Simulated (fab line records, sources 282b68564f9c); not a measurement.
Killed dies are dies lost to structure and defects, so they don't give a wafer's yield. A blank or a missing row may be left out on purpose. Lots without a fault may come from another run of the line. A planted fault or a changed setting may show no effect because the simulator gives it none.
Problem report in the 8D (eight disciplines) form, filled by code | flow rit_cmos | the parts of the form that need people (team, actions taken, sign-off) are left out

1. THE PROBLEM
PSD_RS at RIT_SDANNEAL_RS_MEAS_04 reads a mean of 128.8 ohm/sq on 6 wafers of 2 lots; wafers without a fault read 116.5 ohm/sq with a standard deviation of 0.31. That is +40 standard deviations from the usual mean.
The step: measures by four-point-probe.
First seen on wafer L949.2, day 6 22:12, on film_metro-02. The record holds 42 wafers of 14 lots with a number at this step. Rule for "out", or "out of limits": more than 4 standard deviations from the usual mean. The other wafers with a number count as sound.

2. WHAT IT IS AND WHAT IT IS NOT
question                    | is                           | is not
which readings at this step | PSD_RS                       | -
which lots                  | L949, L952                   | L935, L936, L937, L938, L939, L940, L942, L945, L951, L953, L955, L958
which wafers of those lots  | all that have a number       | -
read on which gauges        | film_metro-01, film_metro-02 | film_metro-04
when                        | from day 6 22:12             | up to then (24 sound wafers); but 12 sound wafers of L951, L953, L955, L958 came after

3. SUSPECTS, AND WHAT RULES EACH OUT
Counting: a tool at a process step up to the reading stays a suspect if it ran every lot that is out and no sound lot after the first of them.
- the gauge at RIT_SDANNEAL_RS_MEAS_04: ruled out. The wafers that are out were read on 2 gauges (film_metro-01, film_metro-02).
- rtp_anneal-01 at RIT_SDANNEAL_RTA_03 (time 5 s): kept. It ran every lot that is out, first L949 (day 6 22:08), and no sound lot after that; its last sound lot up to then is L939 (day 3 23:58).
Left after counting: rtp_anneal-01 at RIT_SDANNEAL_RTA_03.

4. THE CAUSE (what the simulator had put in)
Process parameter drift: rtp_anneal-01, from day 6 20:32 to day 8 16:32, at RIT_SDANNEAL_RTA_03. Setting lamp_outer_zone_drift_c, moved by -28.
Counting left only this tool.

5. THE CHAIN OF EFFECTS, in route order
Each row: a reading whose mean over the struck wafers that have a number lies more than 3 standard deviations from the usual. Only readings for which the record gives a usual standard deviation are gone through. hours: the time from each lot's start at the first step in this table that gives one to its start at this step, as a median over the lots. sigmas: the change in usual standard deviations.
hours | step                    | reading | usual        | on struck wafers | change | sigmas
0     | RIT_SDANNEAL_RS_MEAS_04 | PSD_RS  | 116.5 ohm/sq | 128.8            | +12.2  | +40
0     | RIT_SDANNEAL_RS_MEAS_06 | PLDD_RS | 178.8 ohm/sq | 191.0            | +12.2  | +23

6. WHAT WOULD HAVE CAUGHT IT SOONER
In this record the first reading out of limits at a measuring or inspecting step was taken at day 6 22:12, 2 hours after the fault began at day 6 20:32.
Of the tool readings at RIT_SDANNEAL_RTA_03 for which the record gives a usual standard deviation, none was out on any struck wafer, so an alarm limit of 4 standard deviations on them would not have fired.
Of the lots that are out (2), L952 began RIT_SDANNEAL_RTA_03 on rtp_anneal-01 after day 6 22:12. A hold on the tool at that time would have spared it.
